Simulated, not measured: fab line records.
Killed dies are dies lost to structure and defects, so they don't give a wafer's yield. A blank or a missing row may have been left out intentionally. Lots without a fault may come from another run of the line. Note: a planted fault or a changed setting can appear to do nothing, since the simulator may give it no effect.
Comparing a struck lot with a sound one || flow berkeleyCmos170 || 16 steps out of a route of 331
Sound: the wafers L166.1, L166.2, L166.5. The struck wafers were L171.1, L171.6. At the end, the cause is stated.
Each step with rows lists, per side, the tool, then ch with its chambers, then its first start. Under that, the readings that differ: sound wafers || struck wafers || difference of the means || sigmas: that difference in standard deviations of wafers without a fault.
alike: same words and numbers on both sides, and readings whose means sit less than 2 such deviations apart. not compared: any withheld reading, any reading some wafer has no value for, any bound like >300 that may hide the same value, and any number with overlapping values for which the record gives no deviation.
The two part at a step that has a row with sigmas, a row that says differs or no value, or rows on one side only. Numbers that don't overlap but have no deviation are shown without sigmas and don't part them. A reading missing from all wafers of one side parts the sides only when that side holds two or more wafers.

first, 1 step without rows for these wafers: UCB170_M2_SOFTBAKE_06 (time 60 s).
UCB170_M2_STRIP_07: strips in O2.
  sound on plasmaAsher-04 ch 0,1, day 7 18:25; struck on plasmaAsher-01 ch 0, day 9 05:04
  alike: drypumpMotorCurrentA, oesProductAu, stripTimeToEndpointS
  not compared: rfHoursCounterH
then, 7 steps without rows for these wafers: UCB170_M2_STRIP_08 (strips KrF in DMSO, time 600 s); UCB170_M2_COAT_09; UCB170_M2_COAT_10 (resist thk 900 nm); UCB170_M2_SOFTBAKE_11 (time 60 s); UCB170_M2_EXPOSE_12 (exposes mask METAL2, target cd 700 nm); UCB170_M2_PEB_13; UCB170_M2_DEVELOP_14 (develop time 42.97 s).
UCB170_M2_CD_MEAS_15: target cd 700 nm.
  struck on cdSem-02, day 9 06:27; sound on cdSem-02, day 7 19:43
  alike: cdNm
UCB170_M2_OVL_MEAS_16:
  struck on overlay-01, day 9 06:34; sound on overlay-01, day 7 19:50
  alike: M2_OVL
UCB170_M2_ETCH_17: etches BARC in N2/H2.
  sound on rieDiel-03 ch 1,2, day 7 19:52; struck on rieDiel-03 ch 1, day 9 06:36
  alike: drypumpMotorCurrentA, oesProductAu, throttleValvePct
UCB170_M2_METAL_ETCH_18: etches Al in Cl2/BCl3, stops on SiO2, target depth 1170 nm, time 195 s.
  sound on rieMetal-02 ch 0,1, day 7 19:55; struck on rieMetal-01 ch 0, day 9 06:38
{"reading": "oesProductAu (a.u.)", "sound": "0.869 0.852 0.866", "struck": "0.983 0.966", "difference": "+0.112", "sigmas": "+10"}
{"reading": "runLengthS (s)", "sound": "224.0 223.3 223.4", "struck": "184.2 184.0", "difference": -39.5, "sigmas": -96}
{"reading": "model.KrF_of_M2_COAT_10.thkNm (nm)", "sound": "222.6 206 225.7", "struck": "348.1 358.2", "difference": "+135.0", "sigmas": ""}
{"reading": "model.SiO2_of_V1_CVD_00.thkNm (nm)", "sound": "939.3 937.5 940.2", "struck": "949.8 950.2", "difference": "+11.0", "sigmas": ""}
{"reading": "model.M2.cdNm (nm)", "sound": "698.4 699.4 696", "struck": "711.2 711.4", "difference": "+13.4", "sigmas": ""}
  alike: drypumpMotorCurrentA, throttleValvePct
  not compared: rfHoursCounterH
UCB170_M2_STRIP_19: strips in O2.
  sound on plasmaAsher-01 ch 0,1, day 7 20:06; struck on plasmaAsher-01 ch 1, day 9 06:50
{"reading": "oesProductAu (a.u.)", "sound": "0.552 0.539 0.552", "struck": "0.686 0.694", "difference": "+0.142", "sigmas": "+13"}
  alike: drypumpMotorCurrentA
  not compared: rfHoursCounterH
UCB170_M2_CD_MEAS_90: target cd 700 nm.
  struck on cdSem-01, day 9 06:56; sound on cdSem-02, day 7 20:12
{"reading": "cdNm (nm)", "sound": "698 699 696", "struck": "711 711", "difference": "+13", "sigmas": "+4"}
UCB170_V2_CVD_00: deposits SiO2 from TEOS/O2, target thk 2000 nm, time 250 s.
  the record has rows for the sound wafers here (pecvd-02 ch 1,2, day 7 20:19) and none for the struck ones

WHERE THEY PART
Last at UCB170_V2_CVD_00 as far as this record goes, first at UCB170_M2_METAL_ETCH_18.

WHY: what the simulator had put in
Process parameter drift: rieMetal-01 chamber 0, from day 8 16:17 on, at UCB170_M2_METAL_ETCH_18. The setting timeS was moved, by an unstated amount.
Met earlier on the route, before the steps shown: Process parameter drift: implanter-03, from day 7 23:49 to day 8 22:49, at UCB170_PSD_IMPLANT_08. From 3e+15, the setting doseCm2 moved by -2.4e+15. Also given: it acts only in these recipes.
